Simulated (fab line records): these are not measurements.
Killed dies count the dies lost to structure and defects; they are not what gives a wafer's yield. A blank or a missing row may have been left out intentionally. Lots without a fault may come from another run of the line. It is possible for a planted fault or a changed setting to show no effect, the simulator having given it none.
The tool behind it: which one? :: flow berkeleyCmos170 :: at 1 step of a route of 331, 14 lots with 42 wafers sampled

## WHAT THE GAUGES READ, wafer by wafer
UCB170_ACTIVE_THK_MEAS_03. Usual: for ACTIVE_OXIDE_THK the level is 26.4 nm and the standard deviation is 0.55.
lot: L990
measured: day 4 09:28
on: filmMetro-04
ACTIVE_OXIDE_THK (nm): 26.9 26.5 26.6
flag: 

lot: L991
measured: day 4 18:34
on: filmMetro-04
ACTIVE_OXIDE_THK (nm): 27.1 26.6 27.3
flag: 

lot: L992
measured: day 5 07:09
on: filmMetro-03
ACTIVE_OXIDE_THK (nm): 26.1 26.0 25.9
flag: 

lot: L993
measured: day 5 07:09
on: filmMetro-04
ACTIVE_OXIDE_THK (nm): 26.8 26.9 26.5
flag: 

lot: L998
measured: day 6 04:28
on: filmMetro-03
ACTIVE_OXIDE_THK (nm): 26.7 26.9 26.8
flag: 

lot: L997
measured: day 6 04:28
on: filmMetro-02
ACTIVE_OXIDE_THK (nm): 26.0 26.1 25.8
flag: 

lot: L999
measured: day 6 12:50
on: filmMetro-03
ACTIVE_OXIDE_THK (nm): 25.3 25.4 25.7
flag: 

lot: L102
measured: day 7 01:14
on: filmMetro-04
ACTIVE_OXIDE_THK (nm): 25.8 26.3 25.9
flag: 

lot: L103
measured: day 7 10:16
on: filmMetro-02
ACTIVE_OXIDE_THK (nm): 25.8 25.8 25.9
flag: 

lot: L104
measured: day 7 21:35
on: filmMetro-03
ACTIVE_OXIDE_THK (nm): 26.1 26.1 26.2
flag: 

lot: L105
measured: day 7 21:35
on: filmMetro-04
ACTIVE_OXIDE_THK (nm): 25.2 25.8 25.7
flag: 

lot: L107
measured: day 8 08:45
on: filmMetro-03
ACTIVE_OXIDE_THK (nm): 26.8 26.6 26.5
flag: 

lot: L109
measured: day 8 08:45
on: filmMetro-04
ACTIVE_OXIDE_THK (nm): 26.5 26.1 26.1
flag: 

lot: L110
measured: day 8 18:25
on: filmMetro-04
ACTIVE_OXIDE_THK (nm): 26.7 26.7 27.1
flag: 

## WHICH TOOL RAN EACH LOT (tool, then ch and the chambers of the sampled wafers, then the start)
Before these readings, the record contains no process step.

## AS READ BY THE TOOLS THEMSELVES (means over the sampled wafers that have a number; for cases with no such wafer, the mark the record gives instead)
The record holds no such reading with a usual standard deviation.

## THE ANSWER, worked out from the rows above alone
Rule: take the mean of a lot's wafers that have a number; if it is more than 3 standard deviations from the usual mean, the lot is off. Also off: a lot with no number at a reading for which 4 or more lots have one. The other lots that the step has rows for count as sound. Order of review: gauges by route order, followed by the tools' own readings, for which a lot's mean as printed above is used. The first step at which some lot is off is used, and at that step the reading that is off furthest; a lot without a number counts as furthest.
None of the lots is off at any reading shown; this tells nothing.

## WHAT THE SIMULATOR HAD PUT IN
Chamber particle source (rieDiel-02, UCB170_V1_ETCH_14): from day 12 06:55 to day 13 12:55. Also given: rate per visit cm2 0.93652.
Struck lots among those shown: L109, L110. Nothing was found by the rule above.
